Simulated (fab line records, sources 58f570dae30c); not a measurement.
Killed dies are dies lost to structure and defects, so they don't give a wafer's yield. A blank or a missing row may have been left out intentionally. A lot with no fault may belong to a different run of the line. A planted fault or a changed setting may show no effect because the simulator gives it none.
Matching of chambers -- flow berkeley-cmos170 -- 3 sister chambers for UCB170_V1_CVD_00 on pecvd-01
The step deposits SiO2 from TEOS/O2, target thk 2000 nm, time 238.6 s. 3 wafers are shown with their chamber, then 7 later ones without.

WAFERS, EACH WITH ITS CHAMBER
wafer,chamber,heater-power-w (W)
L787.3,1,230
L789.2,2,319
L789.3,0,304

WAFERS WHOSE CHAMBER IS MISSING
wafer,heater-power-w (W)
L789.6,239
L791.2,232
L791.3,312
L791.6,239
L792.2,222
L792.4,205
L792.6,332

CHAMBER TAKEN BY EACH
wafer,from the rows above,in truth
L789.6,1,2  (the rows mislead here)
L791.2,1,1
L791.3,can't be placed: 2 or 0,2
L791.6,1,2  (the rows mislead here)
L792.2,1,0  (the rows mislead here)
L792.4,1,1
L792.6,can't be placed: 2 or 0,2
Correctly placed: 2 of 7. Cannot be placed on the basis of these rows: 2; the candidates contain the true chamber in 2. 3 placed wrongly.
How it was worked out, from the rows above alone: a wafer's distance from a chamber is the root of the sum, over the readings, of the square of ((its reading less the chamber's mean) divided by the reading's scatter). If the next closest chamber is less than 2 further off than the closest, the wafer can't be placed; otherwise it belongs to the closest. Each chamber's mean is taken over the wafers shown for it. The scatter (one wafer shown for each chamber): square how far every hidden wafer sits from the nearest shown wafer, average those squares and take the square root.
